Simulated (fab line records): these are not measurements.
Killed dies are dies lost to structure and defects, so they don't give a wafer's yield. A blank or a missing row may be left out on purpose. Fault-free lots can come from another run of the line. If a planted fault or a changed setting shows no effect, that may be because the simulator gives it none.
Which tool was responsible?    flow rit cmos    14 lots, 42 wafers sampled, at 5 steps of a route of 202

== WHAT THE GAUGES READ, wafer by wafer ==
RIT_ACTIVE_CD_MEAS_90 targets a cd of 1400 nm. Usual: cd nm reads 1400.1 nm (standard deviation 1.9).
lot   measured     on         cd nm (nm)            flag
L742  day 1 15:44  cd sem-02  1400.3 1402.9 1403.1  
L743  day 1 20:08  cd sem-02  1401.4 1399.3 1400.4  
L745  day 2 06:08  cd sem-02  1400.2 1397.7 1397.3  
L748  day 2 21:05  cd sem-01  - - -                 OFF
L749  day 3 02:51  cd sem-01  - - -                 OFF
L755  day 4 08:44  cd sem-02  1397.2 1399.7 1399.7  
L756  day 4 13:10  cd sem-02  1398.9 1397.0 1395.9  
L758  day 5 00:02  cd sem-02  1402.9 1402.2 1402.4  
L759  day 5 04:52  cd sem-01  1400.2 1400.8 1402.1  
L760  day 5 12:41  cd sem-02  1402.8 1402.3 1403.9  
L761  day 5 15:40  cd sem-02  1400.5 1400.0 1401.6  
L762  day 5 19:02  cd sem-02  1397.4 1397.7 1396.1  
L763  day 6 02:20  cd sem-02  1402.3 1400.9 1400.8  
L764  day 6 06:55  cd sem-02  1399.5 1400.2 1401.7  

RIT_GATE_THK_MEAS_09. Usual: GATE_POLY_THK gives 249.5 nm (standard deviation 2.2).
lot   measured     on             GATE_POLY_THK (nm)  flag
L742  day 2 12:26  film metro-02  247.1 244.2 244.9   
L743  day 2 16:03  film metro-02  254.8 252.5 254.6   
L745  day 3 04:11  film metro-03  252.0 251.0 251.6   
L755  day 5 16:25  film metro-02  249.5 250.4 252.0   
L756  day 5 18:51  film metro-04  246.4 247.6 246.6   
L758  day 6 00:32  film metro-04  248.5 250.5 249.9   
L759  day 6 07:48  film metro-04  251.0 249.9 249.4   
L760  day 6 10:14  film metro-04  245.6 245.7 245.6   
L761  day 6 13:18  film metro-03  247.7 251.0 248.2   
L762  day 6 17:59  film metro-03  249.6 248.8 250.3   
L763  day 6 22:21  film metro-03  250.6 250.7 250.4   
L764  day 7 02:30  film metro-04  249.8 250.4 248.3   

RIT_NLDD_OVL_MEAS_06. Usual: NLDD_OVL gives -0.2 nm (standard deviation 1.5).
lot   measured     on          NLDD_OVL (nm)   flag
L742  day 2 18:01  overlay-02  0.3 1.6 0.3     
L743  day 2 22:08  overlay-01  -2.0 -0.2 -0.1  
L745  day 3 10:46  overlay-02  -1.9 -1.6 0.2   
L755  day 5 22:10  overlay-02  -0.3 -0.6 -1.7  
L756  day 6 01:55  overlay-02  0.1 0.5 2.6     
L758  day 6 06:15  overlay-01  1.5 2.0 0.0     
L759  day 6 13:22  overlay-02  -0.6 0.0 0.7    
L760  day 6 15:47  overlay-02  -4.2 -3.3 -2.6  
L761  day 6 18:58  overlay-02  1.3 -0.9 -0.2   
L762  day 6 23:47  overlay-02  1.6 1.2 1.4     
L763  day 7 04:12  overlay-02  -3.4 -1.4 -1.1  
L764  day 7 08:06  overlay-02  -3.3 -0.5 -1.6  

RIT_NSD_OVL_MEAS_06. Usual: NSD_OVL gives -0.4 nm (standard deviation 1.1).
lot   measured     on          NSD_OVL (nm)    flag
L742  day 2 23:38  overlay-01  -2.2 -2.0 -3.2  
L743  day 3 03:50  overlay-01  -0.3 -1.5 -0.9  
L745  day 3 16:20  overlay-02  -1.7 -1.2 -0.1  
L755  day 6 03:46  overlay-01  0.2 -0.3 -1.3   
L756  day 6 07:24  overlay-01  0.7 0.7 -0.2    
L758  day 6 12:05  overlay-01  -1.9 -1.1 -0.9  
L759  day 6 18:43  overlay-01  -0.5 -1.6 -1.0  
L760  day 6 22:14  overlay-02  -0.1 1.8 -1.2   
L761  day 7 02:58  overlay-02  0.2 0.0 0.0     
L762  day 7 06:18  overlay-01  -0.1 0.0 0.9    
L763  day 7 10:42  overlay-01  -0.4 -1.3 -0.1  
L764  day 7 14:31  overlay-02  0.1 1.4 0.8     

== WHAT TOOL EACH LOT RAN ON (gives the tool, then ch and the chambers of the sampled wafers, and finally the start) ==
lot   RIT_ACTIVE_CVD_03
L742  lpcvd-02 ch 0, day 1 12:07
L743  lpcvd-01 ch 1, day 1 17:07
L745  lpcvd-01 ch 0, day 2 03:07
L748  lpcvd-01 ch 0, day 2 18:07
L749  lpcvd-02 ch 0, day 2 23:07
L755  lpcvd-02 ch 1, day 4 05:07
L756  lpcvd-01 ch 0, day 4 10:14
L758  lpcvd-01 ch 0, day 4 21:00
L759  lpcvd-02 ch 0, day 5 01:07
L760  lpcvd-02 ch 0, day 5 08:56
L761  lpcvd-01 ch 1, day 5 12:35
L762  lpcvd-01 ch 0, day 5 16:07
L763  lpcvd-02 ch 1, day 5 22:40
L764  lpcvd-02 ch 1, day 6 03:14
- RIT_ACTIVE_CVD_03: deposits Si3N4 from SiH2Cl2/NH3, target thk 150 nm, time 1500 s.

== WHAT THE TOOLS THEMSELVES READ (means of the sampled wafers that have a number; where no wafer has one, the mark that the record gives instead) ==
RIT_ACTIVE_CVD_03. Usual: nh3 flow sccm 150.1 sccm, standard deviation 0.41; pressure mtorr 300.0 mTorr, standard deviation 0.51; susceptor temp C 810.1 C, standard deviation 0.34.
lot   tool      nh3 flow sccm (sccm)  pressure mtorr (mTorr)  susceptor temp C (C)  flag
L742  lpcvd-02  149.6                 299.9                   810.4                 
L743  lpcvd-01  149.9                 300.1                   809.9                 
L745  lpcvd-01  150.0                 300.4                   810.2                 
L748  lpcvd-01  -                     -                       -                     OFF
L749  lpcvd-02  -                     -                       -                     OFF
L755  lpcvd-02  150.4                 299.8                   810.2                 
L756  lpcvd-01  150.3                 300.8                   810.3                 
L758  lpcvd-01  150.3                 299.8                   810.3                 
L759  lpcvd-02  150.0                 299.4                   810.0                 
L760  lpcvd-02  149.5                 299.8                   809.7                 
L761  lpcvd-01  149.6                 299.9                   809.8                 
L762  lpcvd-01  150.5                 300.1                   810.1                 
L763  lpcvd-02  149.5                 299.4                   810.2                 
L764  lpcvd-02  150.2                 299.4                   810.3                 

== THE ANSWER, worked out from the rows above alone ==
Rule: a lot counts as off when the mean over its wafers that have a number is more than 3 standard deviations away from the usual mean. Also off: a lot with no number at a reading for which 4 or more lots have one. All remaining lots with rows at the step are treated as sound. Order of review: gauges by route order, followed by the tools' own readings, for which a lot's mean as printed above is used. At the first step where some lot is off, the reading lying furthest off is the one used; lots without a number count as furthest.
Off: L748, L749 (RIT_ACTIVE_CD_MEAS_90, cd nm). Without a number there: L748, L749.
A tool fits if, at a process step before that reading, it ran every lot that is off, and no sound lot after the first of them. Not tried: the gauges at RIT_ACTIVE_CD_MEAS_90; whatever is off there is also off at RIT_ACTIVE_CVD_03, on other tools, and gauge error can't account for it. No candidate that was tried fits.

== WHAT THE SIMULATOR PUT IN ==
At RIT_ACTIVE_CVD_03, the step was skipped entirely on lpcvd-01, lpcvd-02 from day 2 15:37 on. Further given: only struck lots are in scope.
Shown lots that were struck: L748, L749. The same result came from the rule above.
